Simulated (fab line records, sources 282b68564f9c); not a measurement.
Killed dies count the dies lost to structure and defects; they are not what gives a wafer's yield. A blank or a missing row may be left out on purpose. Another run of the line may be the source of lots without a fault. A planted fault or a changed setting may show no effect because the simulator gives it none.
Check of tool commonality || flow ritCmos || 42 wafers sampled across 14 lots

== REASON FOR OPENING ==
2 of 14 lots carry a flag on the reading FOX1_OXIDE_THK at RIT_FOX1_THK_MEAS_01. No-fault wafers: 354 nm, standard deviation 7.
Rule: flag the lot when none of its wafers has a number, or when each of its wafers that has one lies beyond 4 standard deviations from that mean. The other lots count as sound.

{"lot": "L310", "measured": "day 1 17:15", "on": "filmMetro-02", "FOX1_OXIDE_THK (nm), wafer by wafer": "353 355 361", "flag": ""}
{"lot": "L311", "measured": "day 2 00:34", "on": "filmMetro-04", "FOX1_OXIDE_THK (nm), wafer by wafer": "346 346 349", "flag": ""}
{"lot": "L314", "measured": "day 2 17:53", "on": "filmMetro-02", "FOX1_OXIDE_THK (nm), wafer by wafer": "345 345 342", "flag": ""}
{"lot": "L315", "measured": "day 2 22:13", "on": "filmMetro-01", "FOX1_OXIDE_THK (nm), wafer by wafer": "346 347 348", "flag": ""}
{"lot": "L316", "measured": "day 3 04:15", "on": "filmMetro-04", "FOX1_OXIDE_THK (nm), wafer by wafer": "366 363 363", "flag": ""}
{"lot": "L317", "measured": "day 3 10:22", "on": "filmMetro-04", "FOX1_OXIDE_THK (nm), wafer by wafer": "338 347 337", "flag": ""}
{"lot": "L318", "measured": "day 3 10:54", "on": "filmMetro-04", "FOX1_OXIDE_THK (nm), wafer by wafer": "354 354 358", "flag": ""}
{"lot": "L323", "measured": "day 4 13:32", "on": "filmMetro-04", "FOX1_OXIDE_THK (nm), wafer by wafer": "355 362 362", "flag": ""}
{"lot": "L325", "measured": "day 4 22:58", "on": "filmMetro-02", "FOX1_OXIDE_THK (nm), wafer by wafer": "362 354 354", "flag": ""}
{"lot": "L326", "measured": "day 5 02:39", "on": "filmMetro-04", "FOX1_OXIDE_THK (nm), wafer by wafer": "387 390 390", "flag": "FLAGGED"}
{"lot": "L328", "measured": "day 5 12:55", "on": "filmMetro-04", "FOX1_OXIDE_THK (nm), wafer by wafer": "403 401 401", "flag": "FLAGGED"}
{"lot": "L329", "measured": "day 5 16:32", "on": "filmMetro-01", "FOX1_OXIDE_THK (nm), wafer by wafer": "358 361 356", "flag": ""}
{"lot": "L331", "measured": "day 6 03:15", "on": "filmMetro-04", "FOX1_OXIDE_THK (nm), wafer by wafer": "354 352 342", "flag": ""}
{"lot": "L333", "measured": "day 6 15:32", "on": "filmMetro-01", "FOX1_OXIDE_THK (nm), wafer by wafer": "354 354 358", "flag": ""}
The numbers of the flagged lots are 395 nm on average: +41 nm against the usual, or +6 standard deviations.

== EACH LOT AND THE TOOL IT RAN ON ==
The record keeps 1 process step preceding the reading, out of 202 steps on the route. Every cell lists first the tool, next ch and the chambers used by the sampled wafers, and last the start.
{"lot": "L310", "flag": "", "RIT_FOX1_OXIDATION_00": "furnace-03 ch 0, day 1 15:56"}
{"lot": "L311", "flag": "", "RIT_FOX1_OXIDATION_00": "furnace-04 ch 0, day 1 23:15"}
{"lot": "L314", "flag": "", "RIT_FOX1_OXIDATION_00": "furnace-03 ch 0, day 2 16:34"}
{"lot": "L315", "flag": "", "RIT_FOX1_OXIDATION_00": "furnace-03 ch 0, day 2 20:53"}
{"lot": "L316", "flag": "", "RIT_FOX1_OXIDATION_00": "furnace-03 ch 0, day 3 02:56"}
{"lot": "L317", "flag": "", "RIT_FOX1_OXIDATION_00": "furnace-01 ch 0, day 3 09:03"}
{"lot": "L318", "flag": "", "RIT_FOX1_OXIDATION_00": "furnace-03 ch 0, day 3 09:34"}
{"lot": "L323", "flag": "", "RIT_FOX1_OXIDATION_00": "furnace-03 ch 0, day 4 12:12"}
{"lot": "L325", "flag": "", "RIT_FOX1_OXIDATION_00": "furnace-04 ch 0, day 4 21:39"}
{"lot": "L326", "flag": "FLAGGED", "RIT_FOX1_OXIDATION_00": "furnace-04 ch 0, day 5 01:18"}
{"lot": "L328", "flag": "FLAGGED", "RIT_FOX1_OXIDATION_00": "furnace-04 ch 0, day 5 11:35"}
{"lot": "L329", "flag": "", "RIT_FOX1_OXIDATION_00": "furnace-03 ch 0, day 5 15:13"}
{"lot": "L331", "flag": "", "RIT_FOX1_OXIDATION_00": "furnace-01 ch 0, day 6 01:56"}
{"lot": "L333", "flag": "", "RIT_FOX1_OXIDATION_00": "furnace-03 ch 0, day 6 14:13"}
What these steps do:
- RIT_FOX1_OXIDATION_00: target thk 350.7 nm, ox time 1130 s.
- RIT_FOX1_THK_MEAS_01

== FLAGGED AGAINST TOTAL, ONE TOOL AT A TIME (gauges that did the reading follow at the end) ==
{"step": "RIT_FOX1_OXIDATION_00", "tool": "furnace-01", "lots run": 2, "flagged": 0, "share of the flagged lots": "none", "sound lots run after its first flagged lot": "-"}
{"step": "RIT_FOX1_OXIDATION_00", "tool": "furnace-03", "lots run": 8, "flagged": 0, "share of the flagged lots": "none", "sound lots run after its first flagged lot": "-"}
{"step": "RIT_FOX1_OXIDATION_00", "tool": "furnace-04", "lots run": 4, "flagged": 2, "share of the flagged lots": "all", "sound lots run after its first flagged lot": 0}
{"step": "RIT_FOX1_THK_MEAS_01", "tool": "filmMetro-01", "lots run": 3, "flagged": 0, "share of the flagged lots": "none", "sound lots run after its first flagged lot": "-"}
{"step": "RIT_FOX1_THK_MEAS_01", "tool": "filmMetro-02", "lots run": 3, "flagged": 0, "share of the flagged lots": "none", "sound lots run after its first flagged lot": "-"}
{"step": "RIT_FOX1_THK_MEAS_01", "tool": "filmMetro-04", "lots run": 8, "flagged": 2, "share of the flagged lots": "all", "sound lots run after its first flagged lot": "1 (L331)"}

== WHAT IS ALLOWED BY THE TABLE ==
Rows of the table that ran all the flagged lots, 2 in number: furnace-04 at RIT_FOX1_OXIDATION_00; filmMetro-04 at RIT_FOX1_THK_MEAS_01.
- furnace-04 at RIT_FOX1_OXIDATION_00: 2 of its 4 lots flagged. Last sound lot L325 at day 4 21:39, first flagged lot L326 at day 5 01:18; a fault beginning in between fits. Its own readings (spikeTcCentreC, spikeTcLoadC, spikeTcSourceC, tubeCenterTempC, tube_center_temp_C_max) fall more than 4 standard deviations out on all wafers of the flagged lots.
- filmMetro-04 at RIT_FOX1_THK_MEAS_01: 2 of its 8 lots flagged. Lots that were sound ran on it after the first flagged one (L331); a persistent fault on the entire tool would not allow that.
One tool is left: furnace-04 at RIT_FOX1_OXIDATION_00.

== WHAT WAS PUT IN BY THE SIMULATOR ==
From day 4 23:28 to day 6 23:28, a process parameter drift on furnace-04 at RIT_FOX1_OXIDATION_00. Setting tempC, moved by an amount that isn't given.
Struck lots among those shown: L326, L328. This agrees with what the rule above found.
